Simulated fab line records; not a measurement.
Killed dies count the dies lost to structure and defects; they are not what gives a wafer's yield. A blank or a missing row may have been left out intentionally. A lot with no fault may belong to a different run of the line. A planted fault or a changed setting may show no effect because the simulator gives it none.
Which tool did it?    flow berkeley-cmos170    14 lots, 42 wafers sampled, at 4 steps of a route of 331

== WHAT THE GAUGES SHOWED, per wafer ==
UCB170_PLDD_OVL_MEAS_07. Usual: for PLDD_OVL the level is 4 nm and the standard deviation is 5.1.
lot   measured      on          PLDD_OVL (nm)  flag
L995  day 6 17:05   overlay-02  -3 -2 2        
L998  day 7 00:21   overlay-01  3 6 6          
L997  day 7 00:38   overlay-01  -4 -9 0        
L102  day 8 01:53   overlay-02  2 1 4          
L108  day 8 16:15   overlay-02  6 3 11         
L105  day 9 05:35   overlay-01  5 3 12         
L106  day 9 05:48   overlay-02  1 -2 -4        
L104  day 9 05:52   overlay-01  6 4 3          
L110  day 9 19:41   overlay-02  4 5 7          
L111  day 9 20:16   overlay-02  -2 1 7         
L112  day 9 21:41   overlay-02  3 -1 4         
L113  day 10 10:22  overlay-01  2 7 9          
L117  day 11 03:22  overlay-02  -2 -4 -2       
L116  day 11 04:07  overlay-02  6 11 8         

UCB170_CONTACT_OVL_MEAS_16. Usual: for CONTACT_OVL the level is -5 nm and the standard deviation is 5.2.
lot   measured      on          CONTACT_OVL (nm)  flag
L995  day 7 11:01   overlay-02  -6 -3 -3          
L998  day 7 18:37   overlay-02  -8 -11 -7         
L997  day 7 19:04   overlay-01  -14 -9 -12        
L102  day 8 19:53   overlay-02  3 3 0             
L108  day 9 14:47   overlay-01  -4 0 -2           
L105  day 10 02:10  overlay-02  0 -4 -5           
L106  day 10 02:09  overlay-01  1 -1 -8           
L104  day 10 02:32  overlay-02  -3 -2 -3          
L110  day 10 14:08  overlay-02  -9 -8 -3          
L111  day 10 13:52  overlay-02  3 2 -1            
L112  day 10 18:59  overlay-01  -8 -3 -7          
L113  day 11 07:06  overlay-01  -12 -7 -10        
L117  day 11 20:05  overlay-01  -12 -16 -4        
L116  day 11 21:35  overlay-01  -1 -4 -2          

== WHAT TOOL EACH LOT RAN ON (gives the tool, then ch and the chambers of the sampled wafers, and finally the start) ==
lot   UCB170_SDANNEAL_RTA_01            UCB170_SILICIDE_PRE_CLEAN_00
L995  rtp-anneal-02 ch 0, day 7 05:50   pvd-sputter-01, day 7 06:22
L998  rtp-anneal-02 ch 0, day 7 12:50   pvd-sputter-03, day 7 13:23
L997  rtp-anneal-02 ch 0, day 7 13:09   pvd-sputter-01, day 7 13:41
L102  rtp-anneal-01 ch 0, day 8 15:13   pvd-sputter-04, day 8 15:45
L108  rtp-anneal-01 ch 0, day 9 09:17   pvd-sputter-04, day 9 09:50
L105  rtp-anneal-02 ch 0, day 9 18:47   pvd-sputter-03, day 9 19:19
L106  rtp-anneal-01 ch 0, day 9 18:37   pvd-sputter-01, day 9 19:10
L104  rtp-anneal-01 ch 0, day 9 19:03   pvd-sputter-04, day 9 19:35
L110  rtp-anneal-01 ch 0, day 10 09:07  pvd-sputter-01, day 10 09:38
L111  rtp-anneal-02 ch 0, day 10 08:36  pvd-sputter-03, day 10 09:07
L112  rtp-anneal-02 ch 0, day 10 13:32  pvd-sputter-04, day 10 14:04
L113  rtp-anneal-01 ch 0, day 11 01:53  pvd-sputter-01, day 11 02:25
L117  rtp-anneal-02 ch 0, day 11 14:39  pvd-sputter-03, day 11 15:14
L116  rtp-anneal-02 ch 0, day 11 15:16  pvd-sputter-04, day 11 15:51
- UCB170_SDANNEAL_RTA_01: time 5 s.
- UCB170_SILICIDE_PRE_CLEAN_00: preclean etch time 60 s.

== AS READ BY THE TOOLS THEMSELVES (means over the sampled wafers that have a number; for cases with no such wafer, the mark the record gives instead) ==
UCB170_SDANNEAL_RTA_01. Usual: lamp-power-pct 37 %, standard deviation 3.1; wafer_temp_C_max 1053.9, standard deviation 0.81.
lot   tool           lamp-power-pct (%)  wafer_temp_C_max  flag
L995  rtp-anneal-02  40                  1054.0            
L998  rtp-anneal-02  40                  1053.9            
L997  rtp-anneal-02  40                  1053.9            
L102  rtp-anneal-01  34                  1053.6            
L108  rtp-anneal-01  34                  1053.7            
L105  rtp-anneal-02  40                  1053.7            
L106  rtp-anneal-01  34                  1053.9            
L104  rtp-anneal-01  34                  1054.2            
L110  rtp-anneal-01  34                  1054.1            
L111  rtp-anneal-02  40                  1054.1            
L112  rtp-anneal-02  40                  1053.9            
L113  rtp-anneal-01  34                  1054.7            
L117  rtp-anneal-02  40                  1053.9            
L116  rtp-anneal-02  40                  1054.0            

== THE ANSWER, worked out from the rows above alone ==
Rule: a lot counts as off when the mean over its wafers that have a number is more than 3 standard deviations away from the usual mean. A lot without any number at a reading at which 4 lots or more have one is off too. Any other lot the step has rows for is counted as sound. The gauges are gone through in route order, then the tools' own readings, and for those a lot's mean is taken as printed above. The first step at which some lot is off is used, and at that step the reading that is off furthest; a lot without a number counts as furthest.
No lot is off at any reading shown: from this, nothing can be told.

== WHAT THE SIMULATOR HAD INSERTED ==
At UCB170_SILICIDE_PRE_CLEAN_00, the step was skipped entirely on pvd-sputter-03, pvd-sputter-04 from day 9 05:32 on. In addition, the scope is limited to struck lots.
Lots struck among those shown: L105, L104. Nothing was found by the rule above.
